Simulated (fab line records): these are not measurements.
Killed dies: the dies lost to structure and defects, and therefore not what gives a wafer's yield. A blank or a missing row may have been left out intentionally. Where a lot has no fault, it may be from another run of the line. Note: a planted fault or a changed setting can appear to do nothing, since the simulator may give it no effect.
Commonality check across tools + flow rit_cmos + 13 lots, 39 wafers sampled

== WHAT PROMPTED THE OPENING ==
At RIT_ACTIVE_CD_MEAS_11 the reading cd_nm is flagged on 1 of 13 lots. Fault-free wafers read 1399.9 nm, with a standard deviation of 2.4.
Rule: a lot is flagged when every wafer of it that has a number lies more than 4 standard deviations from that mean, or none has a number. The other lots count as sound.

| lot  | measured    | on        | cd_nm (nm), wafer by wafer | flag    |
|------|-------------|-----------|----------------------------|---------|
| L860 | day 1 15:52 | cd_sem-02 | 1396.9 1399.8 1399.5       |         |
| L862 | day 2 00:54 | cd_sem-02 | 1401.5 1403.9 1402.7       |         |
| L863 | day 2 06:30 | cd_sem-02 | 1399.2 1397.8 1397.6       |         |
| L865 | day 2 15:43 | cd_sem-02 | 1399.3 1398.8 1401.0       |         |
| L869 | day 3 15:59 | cd_sem-01 | 1344.7 1370.7 1377.6       | FLAGGED |
| L870 | day 3 19:01 | cd_sem-02 | 1400.3 1400.9 1399.3       |         |
| L872 | day 4 03:53 | cd_sem-02 | 1397.3 1394.1 1394.0       |         |
| L874 | day 4 13:43 | cd_sem-01 | 1401.9 1403.9 1400.1       |         |
| L879 | day 5 14:12 | cd_sem-02 | 1400.5 1401.0 1401.5       |         |
| L880 | day 5 18:41 | cd_sem-01 | 1401.2 1400.2 1402.1       |         |
| L881 | day 6 01:03 | cd_sem-02 | 1399.3 1399.9 1400.2       |         |
| L882 | day 6 05:49 | cd_sem-02 | 1402.3 1402.3 1403.4       |         |
| L883 | day 6 09:26 | cd_sem-02 | 1402.1 1404.9 1403.8       |         |
On average the flagged lots' numbers are 1364.3 nm, which is -35.6 nm against the usual, or -15 standard deviations.

== WHICH TOOL RAN EACH LOT ==
The record holds 1 process step before the reading, out of a route of 202 steps. Each cell gives the tool, then ch followed by the chambers the sampled wafers passed through, then the start.
| lot  | flag    | RIT_ACTIVE_EXPOSE_08               |
|------|---------|------------------------------------|
| L860 |         | iline_stepper-01 ch 0, day 1 15:28 |
| L862 |         | iline_stepper-01 ch 0, day 2 00:30 |
| L863 |         | iline_stepper-02 ch 0, day 2 06:06 |
| L865 |         | iline_stepper-02 ch 0, day 2 15:19 |
| L869 | FLAGGED | iline_stepper-01 ch 0, day 3 15:35 |
| L870 |         | iline_stepper-02 ch 0, day 3 18:37 |
| L872 |         | iline_stepper-02 ch 0, day 4 03:29 |
| L874 |         | iline_stepper-02 ch 0, day 4 13:19 |
| L879 |         | iline_stepper-02 ch 0, day 5 13:48 |
| L880 |         | iline_stepper-02 ch 0, day 5 18:17 |
| L881 |         | iline_stepper-01 ch 0, day 6 00:39 |
| L882 |         | iline_stepper-01 ch 0, day 6 05:25 |
| L883 |         | iline_stepper-01 ch 0, day 6 09:02 |
What the steps here do:
- RIT_ACTIVE_EXPOSE_08: exposes mask M1, target cd 1400 nm.
- RIT_ACTIVE_CD_MEAS_11: target cd 1400 nm.

== FLAGGED OVER TOTAL, TOOL BY TOOL (the gauges that took the reading come last) ==
| step                  | tool             | lots run | flagged | share of the flagged lots | sound lots run after its first flagged lot |
|-----------------------|------------------|----------|---------|---------------------------|--------------------------------------------|
| RIT_ACTIVE_EXPOSE_08  | iline_stepper-01 | 6        | 1       | all                       | 3 (L881,L882,L883)                         |
| RIT_ACTIVE_EXPOSE_08  | iline_stepper-02 | 7        | 0       | none                      | -                                          |
| RIT_ACTIVE_CD_MEAS_11 | cd_sem-01        | 3        | 1       | all                       | 2 (L874,L880)                              |
| RIT_ACTIVE_CD_MEAS_11 | cd_sem-02        | 10       | 0       | none                      | -                                          |

== WHAT THE TABLE PERMITS ==
Table rows that saw every flagged lot: 2, namely iline_stepper-01 at RIT_ACTIVE_EXPOSE_08 and cd_sem-01 at RIT_ACTIVE_CD_MEAS_11.
- iline_stepper-01 at RIT_ACTIVE_EXPOSE_08 ran 6 lots, 1 of them flagged. Lots that were sound ran on it after the first flagged one (L881, L882, L883); a persistent fault on the entire tool would not allow that. Its own readings lie more than 4 standard deviations out on every wafer of the flagged lots: exposure_dose_mJ_cm2.
- cd_sem-01 at RIT_ACTIVE_CD_MEAS_11 ran 3 lots, 1 of them flagged. Lots that were sound ran on it after the first flagged one (L874, L880); a persistent fault on the entire tool would not allow that.
None of the table's rows ran every flagged lot and, after the first, no sound lot.

== WHAT THE SIMULATOR HAD PUT IN ==
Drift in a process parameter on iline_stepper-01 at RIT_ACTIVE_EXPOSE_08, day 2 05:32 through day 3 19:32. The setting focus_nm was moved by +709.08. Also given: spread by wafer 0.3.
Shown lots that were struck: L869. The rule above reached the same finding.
